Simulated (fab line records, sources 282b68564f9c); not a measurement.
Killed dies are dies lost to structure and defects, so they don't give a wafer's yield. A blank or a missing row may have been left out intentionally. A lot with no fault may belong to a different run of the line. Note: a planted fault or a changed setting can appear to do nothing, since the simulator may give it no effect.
Which tool did it? -- flow rit-cmos -- 13 lots with 39 wafers sampled at 6 steps, on a route of 202 steps

WHAT EACH GAUGE READ, for each wafer
RIT_GATE_THK_MEAS_07. Usual: for GATE_OXIDE_THK the level is 3.04 nm and the standard deviation is 0.068.
lot,measured,on,GATE_OXIDE_THK (nm),flag
L965,day 2 09:31,film-metro-03,3.00 3.00 2.98,
L966,day 2 14:25,film-metro-01,3.07 3.13 3.12,
L967,day 2 20:38,film-metro-03,2.97 3.02 2.99,
L968,day 3 01:31,film-metro-01,3.05 3.04 3.03,
L969,day 3 05:34,film-metro-03,2.98 2.94 2.94,
L970,day 3 10:19,film-metro-01,3.14 3.14 3.09,
L973,day 4 01:59,film-metro-01,3.00 3.04 3.09,
L974,day 4 06:59,film-metro-01,3.11 3.05 3.09,
L975,day 4 11:51,film-metro-02,3.10 3.09 3.10,
L977,day 5 01:39,film-metro-02,3.05 2.98 3.01,
L981,day 5 18:16,film-metro-01,3.15 3.06 3.01,
L986,day 6 18:50,film-metro-02,3.10 3.13 3.10,
L988,day 7 05:41,film-metro-03,3.01 2.97 2.87,

RIT_PSD_TW_MEAS_10. Usual: for PSD_TW the level is 3390 and the standard deviation is 18.
lot,measured,on,PSD_TW,flag
L965,day 3 01:09,film-metro-02,3372 3360 3385,
L966,day 3 05:07,film-metro-04,3362 3373 3365,
L967,day 3 12:01,film-metro-03,3437 3418 3432,
L968,day 3 18:16,film-metro-02,3405 3393 3398,
L969,day 3 21:32,film-metro-04,3372 3376 3357,
L970,day 4 01:17,film-metro-02,3381 3396 3385,
L973,day 4 18:36,film-metro-04,3376 3388 3385,
L974,day 4 21:55,film-metro-04,3387 3387 3396,
L975,day 5 03:30,film-metro-02,3404 3409 3384,
L977,day 5 17:57,film-metro-04,3406 3389 3386,
L981,day 6 09:32,film-metro-04,3408 3393 3399,
L986,day 7 09:56,film-metro-04,3369 3353 3357,
L988,day 7 20:59,film-metro-02,3378 3380 3382,

RIT_SILICIDE_RS_MEAS_02: uses a four-point probe to measure. Usual: for SILICIDE_TI_RS the level is 47.7 ohm/sq and the standard deviation is 0.75.
lot,measured,on,SILICIDE_TI_RS (ohm/sq),flag
L965,day 3 02:17,film-metro-03,48.7 48.5 48.4,
L966,day 3 06:17,film-metro-03,47.2 47.6 48.0,
L967,day 3 13:09,film-metro-01,48.4 48.5 48.0,
L968,day 3 19:25,film-metro-02,47.6 46.6 46.6,
L969,day 3 22:41,film-metro-01,48.3 48.7 48.4,
L970,day 4 02:25,film-metro-03,48.5 48.5 47.7,
L973,day 4 19:46,film-metro-01,49.0 48.8 48.8,
L974,day 4 23:03,film-metro-01,47.6 47.1 46.0,
L975,day 5 04:38,film-metro-02,47.4 47.8 47.2,
L977,day 5 19:05,film-metro-03,47.7 59.4 48.1,OFF
L981,day 6 10:43,film-metro-01,47.2 48.7 47.5,
L986,day 7 11:05,film-metro-01,47.2 48.8 47.3,
L988,day 7 22:07,film-metro-01,48.2 46.9 47.0,

RIT_SILICIDE_THK_MEAS_03: measures by xrf. Usual: for SILICIDE_TI_THK the level is 29.9 nm and the standard deviation is 0.42.
lot,measured,on,SILICIDE_TI_THK (nm),flag
L965,day 3 02:24,film-metro-03,29.6 29.8 29.8,
L966,day 3 06:22,film-metro-03,30.4 30.1 29.9,
L967,day 3 13:16,film-metro-01,29.4 29.4 29.6,
L968,day 3 19:31,film-metro-02,30.0 30.4 30.6,
L969,day 3 22:48,film-metro-01,29.5 29.3 29.5,
L970,day 4 02:32,film-metro-03,29.7 29.5 30.0,
L973,day 4 19:51,film-metro-01,29.0 29.2 29.2,
L974,day 4 23:10,film-metro-01,29.8 30.0 30.8,
L975,day 5 04:45,film-metro-02,30.0 30.0 30.3,
L977,day 5 19:12,film-metro-03,30.1 25.3 30.0,OFF
L981,day 6 10:49,film-metro-01,29.9 29.2 29.8,
L986,day 7 11:11,film-metro-01,30.1 29.5 30.1,
L988,day 7 22:14,film-metro-01,29.8 30.4 30.1,

RIT_M1_OVL_MEAS_10. Usual: for M1_OVL the level is -0.5 nm and the standard deviation is 1.5.
lot,measured,on,M1_OVL (nm),flag
L965,day 3 06:22,overlay-02,-1.9 0.6 -0.4,
L966,day 3 10:25,overlay-02,1.1 2.4 0.6,
L967,day 3 17:34,overlay-01,-1.1 -1.0 -1.3,
L968,day 3 23:53,overlay-01,0.4 1.5 -1.5,
L969,day 4 03:13,overlay-02,-1.1 0.0 -0.9,
L970,day 4 06:36,overlay-01,0.4 -0.8 -1.3,
L973,day 4 23:46,overlay-01,-0.3 -0.9 0.3,
L974,day 5 03:34,overlay-02,-3.8 -0.6 -2.1,
L975,day 5 08:41,overlay-02,-2.0 -0.2 -2.6,
L977,day 5 23:36,overlay-01,-1.8 -1.0 -1.5,
L981,day 6 15:00,overlay-01,0.2 0.7 -1.7,
L986,day 7 15:06,overlay-01,-0.5 -0.2 -0.3,
L988,day 8 02:19,overlay-01,0.4 -1.8 -1.0,

TOOL THAT RAN EACH LOT (tool first, then ch and the chambers of the sampled wafers, then the start)
lot,RIT_SILICIDE_SPUTTER_01
L965,"pvd-sputter-02, day 3 02:07"
L966,"pvd-sputter-01, day 3 06:04"
L967,"pvd-sputter-02, day 3 13:00"
L968,"pvd-sputter-01, day 3 19:14"
L969,"pvd-sputter-02, day 3 22:32"
L970,"pvd-sputter-01, day 4 02:15"
L973,"pvd-sputter-02, day 4 19:33"
L974,"pvd-sputter-01, day 4 22:54"
L975,"pvd-sputter-02, day 5 04:29"
L977,"pvd-sputter-02, day 5 18:55"
L981,"pvd-sputter-03, day 6 10:32"
L986,"pvd-sputter-01, day 7 10:53"
L988,"pvd-sputter-01, day 7 21:58"
- RIT_SILICIDE_SPUTTER_01: material Ti, target thk 30 nm, time 240 s.

AS READ BY THE TOOLS THEMSELVES (means over the sampled wafers that have a number; for cases with no such wafer, the mark the record gives instead)
RIT_SILICIDE_SPUTTER_01. Usual: 30.2 % for throttle-valve-pct, sd 1.2.
lot,tool,throttle-valve-pct (%),flag
L965,pvd-sputter-02,30.8,
L966,pvd-sputter-01,30.4,
L967,pvd-sputter-02,30.2,
L968,pvd-sputter-01,28.6,
L969,pvd-sputter-02,31.2,
L970,pvd-sputter-01,29.6,
L973,pvd-sputter-02,30.7,
L974,pvd-sputter-01,29.5,
L975,pvd-sputter-02,31.5,
L977,pvd-sputter-02,30.9,
L981,pvd-sputter-03,29.2,
L986,pvd-sputter-01,29.3,
L988,pvd-sputter-01,29.3,

THE ANSWER, worked out from the rows above alone
Rule: a lot counts as off when the mean over its wafers that have a number is more than 3 standard deviations away from the usual mean. A lot without any number at a reading at which 4 lots or more have one is off too. Any other lot the step has rows for is counted as sound. The gauges are gone through in route order, then the tools' own readings, and for those a lot's mean is taken as printed above. At the first step where some lot is off, the reading lying furthest off is the one used; lots without a number count as furthest.
Off: at RIT_SILICIDE_RS_MEAS_02 (SILICIDE_TI_RS), L977.
A tool fits if, at a process step before that reading, it ran every lot that is off, and no sound lot after the first of them. The gauges at RIT_SILICIDE_RS_MEAS_02 are tried like those tools. 2 tools fit, pvd-sputter-02 at RIT_SILICIDE_SPUTTER_01 and film-metro-03 at RIT_SILICIDE_RS_MEAS_02, so this cannot tell which one it is.

WHAT WAS PUT IN BY THE SIMULATOR
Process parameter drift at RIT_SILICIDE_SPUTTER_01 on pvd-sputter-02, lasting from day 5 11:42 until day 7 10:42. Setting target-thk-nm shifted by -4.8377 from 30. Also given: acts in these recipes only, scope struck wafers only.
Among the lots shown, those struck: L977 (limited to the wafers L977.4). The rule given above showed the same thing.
